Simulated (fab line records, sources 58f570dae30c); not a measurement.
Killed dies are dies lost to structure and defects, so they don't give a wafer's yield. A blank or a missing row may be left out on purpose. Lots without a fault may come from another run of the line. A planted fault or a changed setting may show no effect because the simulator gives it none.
A struck lot beside a sound one | flow berkeley_cmos170 | 16 steps out of a route of 331
Sound: wafers L345.2, L345.3, L345.5. Struck: wafer L351.3. (L351.2, L351.4 of the same lot were not struck and are left out.) The cause comes at the end.
At each step with rows: each side's tool, then ch and its chambers, then its first start. Under that, the readings that differ: sound wafers | struck wafers | difference of the means | sigmas: that difference in standard deviations of wafers without a fault.
alike: readings whose means differ by less than 2 such deviations, and words and numbers that are the same on both sides. not compared: withheld readings, readings that some wafer has no value for, bounds like >300 that may hide the same value, and numbers for which the record gives no deviation and whose values overlap.
The two part at a step that has a row with sigmas, a row that says differs or no value, or rows on one side only. Numbers that don't overlap but have no deviation are shown without sigmas and don't part them. A reading that every wafer of one side lacks parts them only if that side has two wafers or more.

UCB170_V1_CMP_02: polishes SiO2.
  sound on cmp-02 ch 0,1, day 10 21:18; struck on cmp-02 ch 0, day 12 16:56
  alike: motor_current_A, slurry_flow_ml_min
UCB170_V1_BOW_MEAS_03:
  sound on film_metro-01, day 10 21:34; struck on film_metro-03, day 12 17:16
  alike: V1_BOW
UCB170_V1_THK_MEAS_04:
  sound on film_metro-01, day 10 21:41; struck on film_metro-03, day 12 17:22
  alike: V1_POLISHED_THK
then, 7 steps without rows for these wafers: UCB170_V1_CLEAN_05 (cleans in DIW); UCB170_V1_HMDS_06 (prime time 60 s); UCB170_V1_COAT_07 (resist thk 900 nm); UCB170_V1_SOFTBAKE_08 (time 60 s); UCB170_V1_EXPOSE_09 (exposes mask VIA1, target cd 700 nm); UCB170_V1_PEB_10; UCB170_V1_DEVELOP_11 (develop time 45 s).
UCB170_V1_CD_MEAS_12: target cd 700 nm.
  sound on cd_sem-02, day 10 23:07; struck on cd_sem-01, day 12 19:06
  alike: cd_nm
UCB170_V1_OVL_MEAS_13:
  sound on overlay-01, day 10 23:13; struck on overlay-01, day 12 19:13
  alike: V1_OVL
UCB170_V1_ETCH_14: etches SiO2 in CHF3/CF4/Ar, stops on Al, target depth 1250 nm, time 291 s.
  sound on rie_diel-04 ch 0,1, day 10 23:15; struck on rie_diel-04 ch 0, day 12 19:14
  reading                             | sound             | struck | difference | sigmas
  oes_product_au (a.u.)               | 0.878 0.875 0.873 | 1.012  | +0.137     | +15
  run_length_s (s)                    | 319.5 320.1 320.4 | 265.6  | -54.4      | -99 or more
  model.KrF_of_V1_COAT_07.thk_nm (nm) | 613.7 612.7 612.4 | 658.5  | +45.6      |
  alike: drypump_motor_current_A, throttle_valve_pct
  not compared: rf_hours_counter_h
UCB170_V1_STRIP_15: strips in O2.
  sound on plasma_asher-02 ch 0,1, day 10 23:25; struck on plasma_asher-01 ch 1, day 12 19:25
  reading                      | sound             | struck | difference | sigmas
  strip_time_to_endpoint_s (s) | 15.41 15.38 15.38 | 16.38  | +0.99      | +10
  alike: drypump_motor_current_A, oes_product_au
  not compared: rf_hours_counter_h
UCB170_V1_CD_MEAS_90: target cd 700 nm.
  sound on cd_sem-01, day 10 23:32; struck on cd_sem-01, day 12 19:32
  alike: cd_nm
UCB170_M3_PROBE_99:
  sound on prober-02, day 11 07:44; struck on prober-02, day 13 09:48
  reading                               | sound                      | struck    | difference | sigmas
  model.etest.antenna_m2.vt_shift_v (V) | -0.01481 -0.01588 -0.01148 | -0.009973 | +0.004084  |

WHERE THEY PART
First at UCB170_V1_ETCH_14; last, within this record, at UCB170_V1_STRIP_15. Later steps at which nothing parts them and some readings are alike: UCB170_V1_CD_MEAS_90.

WHY: what the simulator had put in
Process parameter drift: rie_diel-04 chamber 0, from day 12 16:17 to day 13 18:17, at UCB170_V1_ETCH_14. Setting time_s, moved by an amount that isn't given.
